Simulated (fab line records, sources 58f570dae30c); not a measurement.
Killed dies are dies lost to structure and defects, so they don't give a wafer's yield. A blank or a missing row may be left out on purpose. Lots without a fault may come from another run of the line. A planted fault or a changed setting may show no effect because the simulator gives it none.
Which tool did it? | flow berkeley_cmos170 | 14 lots, 42 wafers sampled, at 3 steps of a route of 331

WHAT THE GAUGES READ, wafer by wafer
UCB170_FIELD_THK_MEAS_91. Usual: FIELD_OXIDE_LEFT_2_THK 355 nm, standard deviation 10.
lot  | measured    | on            | FIELD_OXIDE_LEFT_2_THK (nm) | flag
L225 | day 5 12:28 | film_metro-03 | 361 348 360                 |
L226 | day 5 23:03 | film_metro-01 | 358 358 356                 |
L229 | day 6 09:49 | film_metro-01 | 340 342 347                 |
L230 | day 6 19:01 | film_metro-04 | 354 358 355                 |
L231 | day 6 19:26 | film_metro-04 | 359 365 368                 |
L234 | day 7 11:04 | film_metro-04 | 348 343 359                 |
L233 | day 7 11:13 | film_metro-01 | 353 344 351                 |
L232 | day 7 11:16 | film_metro-04 | 354 352 353                 |
L236 | day 7 21:04 | film_metro-04 | 331 350 351                 |
L238 | day 7 21:19 | film_metro-04 | 363 363 354                 |
L237 | day 7 21:33 | film_metro-03 | 363 352 362                 |
L239 | day 8 11:32 | film_metro-04 | 357 352 354                 |
L242 | day 9 01:53 | film_metro-04 | 370 370 363                 |
L241 | day 9 02:43 | film_metro-01 | 360 369 358                 |

UCB170_GATE_CD_MEAS_12: target cd 350 nm. Usual: cd_nm 350.1 nm, standard deviation 1.7.
lot  | measured    | on        | cd_nm (nm)        | flag
L225 | day 6 00:35 | cd_sem-01 | 348.2 347.8 349.5 |
L226 | day 6 12:36 | cd_sem-02 | 347.5 348.4 347.0 |
L229 | day 6 19:31 | cd_sem-02 | 350.0 351.2 351.8 |
L230 | day 7 08:37 | cd_sem-01 | 349.5 349.4 349.4 |
L231 | day 7 08:53 | cd_sem-01 | 350.8 350.4 351.0 |
L234 | day 7 21:48 | cd_sem-02 | 350.3 349.4 349.4 |
L233 | day 7 22:04 | cd_sem-01 | 351.5 352.6 352.5 |
L232 | day 7 22:11 | cd_sem-02 | 349.0 350.2 349.0 |
L236 | day 8 10:31 | cd_sem-02 | 352.1 351.1 352.8 |
L238 | day 8 11:02 | cd_sem-01 | 349.0 347.9 348.0 |
L237 | day 8 10:44 | cd_sem-02 | 348.6 347.3 347.2 |
L239 | day 8 22:46 | cd_sem-02 | 352.5 350.7 351.6 |
L242 | day 9 13:58 | cd_sem-01 | 351.2 350.6 351.8 |
L241 | day 9 14:13 | cd_sem-01 | 350.9 351.6 350.9 |

WHICH TOOL RAN EACH LOT (tool, then ch and the chambers of the sampled wafers, then the start)
lot  | UCB170_PVT_STRIP_08
L225 | plasma_asher-01 ch 0, day 5 12:14
L226 | plasma_asher-03 ch 0,1, day 5 22:50
L229 | plasma_asher-03 ch 0,1, day 6 09:35
L230 | plasma_asher-01 ch 0,1, day 6 18:47
L231 | plasma_asher-02 ch 0,1, day 6 19:13
L234 | plasma_asher-01 ch 0,1, day 7 10:42
L233 | plasma_asher-02 ch 0,1, day 7 10:59
L232 | plasma_asher-03 ch 0,1, day 7 11:01
L236 | plasma_asher-01 ch 0,1, day 7 20:50
L238 | plasma_asher-02 ch 0,1, day 7 21:05
L237 | plasma_asher-03 ch 0,1, day 7 21:19
L239 | plasma_asher-02 ch 0,1, day 8 11:19
L242 | plasma_asher-01 ch 0,1, day 9 01:41
L241 | plasma_asher-01 ch 0,1, day 9 02:30
- UCB170_PVT_STRIP_08: strips in O2.

WHAT THE TOOLS THEMSELVES READ (means of the sampled wafers that have a number; where no wafer has one, the mark that the record gives instead)
UCB170_PVT_STRIP_08. Usual: chamber_pressure_mTorr 3500 mTorr, standard deviation 3.1; drypump_motor_current_A 5.4 A, standard deviation 0.39; o2_flow_sccm 400.0 sccm, standard deviation 1.2; oes_product_au 0.734 a.u., standard deviation 0.0043; strip_time_to_endpoint_s 21.63 s, standard deviation 0.059.
lot  | tool            | chamber_pressure_mTorr (mTorr) | drypump_motor_current_A (A) | o2_flow_sccm (sccm) | oes_product_au (a.u.) | strip_time_to_endpoint_s (s) | flag
L225 | plasma_asher-01 | 3501                           | 5.9                         | 399.6               | 0.731                 | 21.58                        |
L226 | plasma_asher-03 | 3498                           | 5.4                         | 399.9               | 0.734                 | 21.56                        |
L229 | plasma_asher-03 | 3500                           | 5.7                         | 398.6               | 0.731                 | 21.65                        |
L230 | plasma_asher-01 | 3496                           | 5.5                         | 400.4               | 0.732                 | 21.57                        |
L231 | plasma_asher-02 | 3497                           | 5.3                         | 399.6               | 0.737                 | 21.70                        |
L234 | plasma_asher-01 | 3499                           | 5.2                         | 401.1               | 0.736                 | 21.62                        |
L233 | plasma_asher-02 | 3499                           | 5.3                         | 400.6               | 0.733                 | 21.63                        |
L232 | plasma_asher-03 | 3500                           | 5.4                         | 400.0               | 0.735                 | 21.52                        |
L236 | plasma_asher-01 | 3497                           | 5.1                         | 400.4               | 0.730                 | 21.61                        |
L238 | plasma_asher-02 | 3502                           | 5.3                         | 400.7               | 0.732                 | 21.56                        |
L237 | plasma_asher-03 | 3501                           | 5.4                         | 399.7               | 0.736                 | 21.66                        |
L239 | plasma_asher-02 | 3501                           | 5.4                         | 401.3               | 0.737                 | 21.61                        |
L242 | plasma_asher-01 | 3500                           | 5.5                         | 399.0               | 0.736                 | 21.74                        |
L241 | plasma_asher-01 | 3503                           | 5.5                         | 400.5               | 0.733                 | 21.67                        |

THE ANSWER, worked out from the rows above alone
Rule: a lot is off if the mean of its wafers that have a number lies more than 3 standard deviations from the usual mean. A lot without any number at a reading at which 4 lots or more have one is off too. The other lots that the step has rows for count as sound. The gauges are gone through in route order, then the tools' own readings, and for those a lot's mean is taken as printed above. The first step at which some lot is off is used, and at that step the reading that is off furthest; a lot without a number counts as furthest.
No lot is off at any reading shown: from this, nothing can be told.

WHAT THE SIMULATOR HAD PUT IN
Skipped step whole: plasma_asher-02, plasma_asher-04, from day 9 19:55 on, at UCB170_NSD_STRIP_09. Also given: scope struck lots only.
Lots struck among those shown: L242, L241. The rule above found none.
